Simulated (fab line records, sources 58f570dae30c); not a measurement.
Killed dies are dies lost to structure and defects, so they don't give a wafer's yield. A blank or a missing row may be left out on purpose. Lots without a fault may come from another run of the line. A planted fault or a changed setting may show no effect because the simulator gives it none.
Which tool did it? | flow berkeley_cmos170 | 15 lots, 45 wafers sampled, at 2 steps of a route of 331

WHAT THE GAUGES READ, wafer by wafer
UCB170_GATE_THK_MEAS_02.
lot  | measured     | on            | GATE_OXIDE_THK (nm)
L724 | day 5 17:51  | film_metro-03 | 6.78 6.69 6.83
L725 | day 5 17:52  | film_metro-04 | 6.70 6.64 6.75
L727 | day 6 02:47  | film_metro-03 | 6.36 6.34 6.46
L730 | day 7 00:22  | film_metro-02 | 6.66 6.56 6.54
L731 | day 7 17:26  | film_metro-03 | 10.35 10.35 10.18 10.37 10.35 10.17
L734 | day 7 20:20  | film_metro-02 | 6.67 6.76 6.67
L736 | day 8 15:38  | film_metro-02 | 6.71 6.58 6.74
L737 | day 8 17:40  | film_metro-03 | 11.17 11.10 11.33 11.17 11.07 11.27
L738 | day 8 21:31  | film_metro-03 | 6.58 6.61 6.56
L741 | day 10 03:35 | film_metro-02 | 10.72 10.70 10.77 10.76 10.76 10.78
L742 | day 10 00:47 | film_metro-04 | 6.57 6.65 6.54
L743 | day 10 00:47 | film_metro-03 | 6.46 6.54 6.50
L745 | day 10 08:23 | film_metro-04 | 6.70 6.71 6.65
L746 | day 10 23:23 | film_metro-04 | 6.66 6.51 6.61
L747 | day 10 23:20 | film_metro-04 | 6.70 6.79 6.67

WHICH TOOL RAN EACH LOT (tool, then ch and the chambers of the sampled wafers, then the start)
lot  | UCB170_GATE_OXIDATION_01
L724 | furnace-03 ch 0, day 5 16:21
L725 | furnace-03 ch 0, day 5 16:21
L727 | furnace-01 ch 0, day 6 01:17
L730 | furnace-03 ch 0, day 6 22:51
L731 | furnace-01 ch 0, day 7 10:24
L734 | furnace-03 ch 0, day 7 18:49
L736 | furnace-01 ch 0, day 8 14:08
L737 | furnace-01 ch 0, day 8 14:08 and furnace-02 ch 0, day 8 16:10
L738 | furnace-02 ch 0, day 8 20:00
L741 | furnace-01 ch 0, day 9 23:16
L742 | furnace-01 ch 0, day 9 23:16
L743 | furnace-01 ch 0, day 9 23:16
L745 | furnace-02 ch 0, day 10 06:53
L746 | furnace-03 ch 0, day 10 21:47
L747 | furnace-03 ch 0, day 10 21:47
- UCB170_GATE_OXIDATION_01: target thk 6.6 nm, ox time 1800 s.

WHAT THE TOOLS THEMSELVES READ (means of the sampled wafers that have a number; where no wafer has one, the mark that the record gives instead)
The record holds no such reading with a usual standard deviation.

THE ANSWER, worked out from the rows above alone
Rule: what is usual is taken from the lots themselves. Put in order of their means at a reading, lots are off if they are a third of the lots or fewer, leave a main group of 4 or more, and stand apart from it by a gap of 3 or more times the standard deviation of the main group's means; of several such gaps the widest counts. A main group whose means are all the same, to the digits that the tables above print for the reading, isn't used. A lot without any number at a reading at which 4 lots or more have one is off too. The other lots that the step has rows for count as sound. The gauges are gone through in route order, then the tools' own readings, and for those a lot's mean is taken as printed above. The first step at which some lot is off is used, and at that step the reading that is off furthest; a lot without a number counts as furthest.
Off: L731, L737, L741, at UCB170_GATE_THK_MEAS_02 (GATE_OXIDE_THK). The main group: mean 6.62 nm, standard deviation 0.1.
A tool fits if, at a process step before that reading, it ran every lot that is off, and no sound lot after the first of them. The gauges at UCB170_GATE_THK_MEAS_02 are tried like those tools. None of those tried fits.

WHAT THE SIMULATOR HAD PUT IN
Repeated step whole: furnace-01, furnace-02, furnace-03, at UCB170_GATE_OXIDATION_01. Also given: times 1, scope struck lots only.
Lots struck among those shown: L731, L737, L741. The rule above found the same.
